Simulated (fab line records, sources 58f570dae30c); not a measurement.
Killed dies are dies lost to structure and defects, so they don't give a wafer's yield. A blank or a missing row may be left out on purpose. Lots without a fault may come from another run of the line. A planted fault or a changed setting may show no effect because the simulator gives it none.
Problem report in the 8D (eight disciplines) form, filled by code | flow berkeley_cmos170 | the parts of the form that need people (team, actions taken, sign-off) are left out

1. THE PROBLEM
NWELL_OXIDE_THK at UCB170_NWELL_THK_MEAS_02 reads a mean of 66.1 nm on 6 wafers of 2 lots; wafers without a fault read 26.7 nm with a standard deviation of 0.5. That is +79 standard deviations from the usual mean.
First seen on wafer L604.2, day 6 12:12, on film_metro-04. The record holds 42 wafers of 14 lots with a number at this step. Rule for "out", or "out of limits": more than 4 standard deviations from the usual mean. The other wafers with a number count as sound.

2. WHAT IT IS AND WHAT IT IS NOT
question                    | is                           | is not
which readings at this step | NWELL_OXIDE_THK              | -
which lots                  | L604, L605                   | L584, L585, L586, L588, L590, L591, L595, L596, L597, L600, L603, L606
which wafers of those lots  | all that have a number       | -
read on which gauges        | film_metro-03, film_metro-04 | film_metro-01
when                        | from day 6 12:12             | up to then (33 sound wafers); but 3 sound wafers of L606 came after

3. SUSPECTS, AND WHAT RULES EACH OUT
Counting: a tool at a process step up to the reading stays a suspect if it ran every lot that is out and no sound lot after the first of them.
- the gauge at UCB170_NWELL_THK_MEAS_02: ruled out. The wafers that are out were read on 2 gauges (film_metro-03, film_metro-04).
- furnace-04 at UCB170_NWELL_OXIDATION_01 (target thk 26.4 nm, ox time 1260 s): kept. It ran every lot that is out, first L604 (day 6 10:50), and no sound lot after that; its last sound lot up to then is L597 (day 5 03:27). Its own readings are out on those wafers: spike_tc_centre_C, spike_tc_load_C, spike_tc_source_C, tube_center_temp_C, tube_center_temp_C_max, zone_power_source_pct.
Left after counting: furnace-04 at UCB170_NWELL_OXIDATION_01.

4. THE CAUSE (what the simulator had put in)
Process parameter drift: furnace-04, from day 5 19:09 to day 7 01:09, at UCB170_NWELL_OXIDATION_01. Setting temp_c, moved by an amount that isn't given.
Counting left only this tool.

5. THE CHAIN OF EFFECTS, in route order
Each row: a reading whose mean over the struck wafers that have a number lies more than 3 standard deviations from the usual. Only readings for which the record gives a usual standard deviation are gone through. hours: the time from each lot's start at the first step in this table that gives one to its start at this step, as a median over the lots. sigmas: the change in usual standard deviations.
hours | step                      | reading                | usual    | on struck wafers | change | sigmas
0     | UCB170_NWELL_OXIDATION_01 | spike_tc_centre_C      | 1002.7 C | 1117.2           | +114.5 | +95
0     | UCB170_NWELL_OXIDATION_01 | spike_tc_load_C        | 1025 C   | 1145             | +120   | +34
0     | UCB170_NWELL_OXIDATION_01 | spike_tc_source_C      | 1024.7 C | 1141.8           | +117.1 | +59
0     | UCB170_NWELL_OXIDATION_01 | tube_center_temp_C     | 1000 C   | 1116             | +116   | +99 or more
0     | UCB170_NWELL_OXIDATION_01 | tube_center_temp_C_max | 1002.6   | 1118.0           | +115.4 | +99 or more
0     | UCB170_NWELL_OXIDATION_01 | zone_power_centre_pct  | 48.7 %   | 56.9             | +8.2   | +3.0
0     | UCB170_NWELL_OXIDATION_01 | zone_power_source_pct  | 34 %     | 49               | +15    | +4.9
1     | UCB170_NWELL_THK_MEAS_02  | NWELL_OXIDE_THK        | 26.7 nm  | 66.1             | +39.4  | +79
The process steps in it:
- UCB170_NWELL_OXIDATION_01: target thk 26.4 nm, ox time 1260 s.
Later measuring or inspecting steps at which every struck wafer that the step has a row for has a number for every such reading, and none has moved that far: UCB170_CONTACT_THK_MEAS_02.

6. WHAT WOULD HAVE CAUGHT IT SOONER
In this record the first reading out of limits at a measuring or inspecting step was taken at day 6 12:12, 17 hours after the fault began at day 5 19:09.
The tool's own readings at UCB170_NWELL_OXIDATION_01 were out on every struck wafer that the step has a row for (spike_tc_centre_C, spike_tc_load_C, spike_tc_source_C, tube_center_temp_C, tube_center_temp_C_max, zone_power_source_pct): an alarm limit on them would have fired on the first of those.
All the lots that are out (2) had begun UCB170_NWELL_OXIDATION_01 on furnace-04 by day 6 12:12. A hold on the tool at that time would have spared none of them.
